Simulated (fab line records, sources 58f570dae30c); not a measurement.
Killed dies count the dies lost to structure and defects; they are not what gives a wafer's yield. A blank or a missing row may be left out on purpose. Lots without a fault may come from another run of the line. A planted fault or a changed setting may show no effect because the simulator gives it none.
Tool commonality check	flow berkeley cmos170	Lots sampled 14, wafers sampled 42

## WHAT PROMPTED THE OPENING
At UCB170_NWELL_TW_MEAS_16 the reading NWELL_TW is flagged on 2 of 14 lots. Fault-free wafers read 1250, with a standard deviation of 6.
Rule: a lot gets a flag if all its wafers with a number sit over 4 standard deviations from that mean, or if no wafer of it has a number. The rest of the lots are taken to be sound.

lot	measured	on	NWELL_TW, wafer by wafer	flag
L807	day 2 06:37	film metro-01	1239 1253 1251	
L808	day 2 19:49	film metro-01	1249 1247 1244	
L810	day 3 23:59	film metro-02	1246 1262 1258	
L813	day 4 07:23	film metro-02	1251 1249 1252	
L814	day 4 07:41	film metro-02	1249 1250 1251	
L817	day 5 01:10	film metro-01	1257 1257 1268	
L816	day 5 01:25	film metro-02	1256 1260 1257	
L818	day 5 01:31	film metro-03	1252 1255 1248	
L819	day 5 17:28	film metro-01	1254 1254 1254	
L822	day 6 00:41	film metro-01	1244 1239 1246	
L825	day 6 08:14	film metro-03	1217 1217 1216	FLAGGED
L826	day 6 13:45	film metro-03	1214 1219 1209	FLAGGED
L829	day 7 03:59	film metro-01	1249 1244 1247	
L830	day 7 11:58	film metro-01	1241 1243 1242	
The numbers of the flagged lots are 1215 on average: -35 against the usual, or -6 standard deviations.

## WHICH TOOL RAN EACH LOT
The record holds 1 process step before the reading, out of a route of 331 steps. In each cell: the tool, then ch and the chambers that the sampled wafers went through, then the start.
lot	flag	UCB170_NWELL_IMPLANT_14
L807		implanter-01 ch 0, day 2 06:22
L808		implanter-03 ch 0, day 2 19:34
L810		implanter-03 ch 0, day 3 23:46
L813		implanter-03 ch 0, day 4 07:08
L814		implanter-03 ch 0, day 4 07:28
L817		implanter-01 ch 0, day 5 00:57
L816		implanter-04 ch 0, day 5 01:10
L818		implanter-03 ch 0, day 5 01:16
L819		implanter-01 ch 0, day 5 17:14
L822		implanter-03 ch 0, day 6 00:27
L825	FLAGGED	implanter-03 ch 0, day 6 07:59
L826	FLAGGED	implanter-03 ch 0, day 6 13:31
L829		implanter-01 ch 0, day 7 03:44
L830		implanter-04 ch 0, day 7 11:43
What is done by these steps:
- UCB170_NWELL_IMPLANT_14
- UCB170_NWELL_TW_MEAS_16

## FLAGGED OVER TOTAL, TOOL BY TOOL (the gauges that took the reading come last)
step	tool	lots run	flagged	share of the flagged lots	sound lots run after its first flagged lot
UCB170_NWELL_IMPLANT_14	implanter-01	4	0	none	-
UCB170_NWELL_IMPLANT_14	implanter-03	8	2	all	0
UCB170_NWELL_IMPLANT_14	implanter-04	2	0	none	-
UCB170_NWELL_TW_MEAS_16	film metro-01	7	0	none	-
UCB170_NWELL_TW_MEAS_16	film metro-02	4	0	none	-
UCB170_NWELL_TW_MEAS_16	film metro-03	3	2	all	0

## WHAT THE TABLE PERMITS
Table rows that saw every flagged lot: 2, namely implanter-03 at UCB170_NWELL_IMPLANT_14 and film metro-03 at UCB170_NWELL_TW_MEAS_16.
- implanter-03 at UCB170_NWELL_IMPLANT_14 ran 8 lots, 2 of them flagged. A fault beginning between L822 (day 6 00:27), its last sound lot, and L825 (day 6 07:59), its first flagged one, fits the data. Its own readings (dose ions cm2) fall more than 4 standard deviations out on all wafers of the flagged lots.
- film metro-03 at UCB170_NWELL_TW_MEAS_16 ran 3 lots, 2 of them flagged. A fault beginning between L818 (day 5 01:31), its last sound lot, and L825 (day 6 08:14), its first flagged one, fits the data.
These 2 tools cannot be told apart by counting lots, since each of them fits a fault that started at some hour. More lots, or a look at what each step does to the wafer, might.

## WHAT THE SIMULATOR PUT IN
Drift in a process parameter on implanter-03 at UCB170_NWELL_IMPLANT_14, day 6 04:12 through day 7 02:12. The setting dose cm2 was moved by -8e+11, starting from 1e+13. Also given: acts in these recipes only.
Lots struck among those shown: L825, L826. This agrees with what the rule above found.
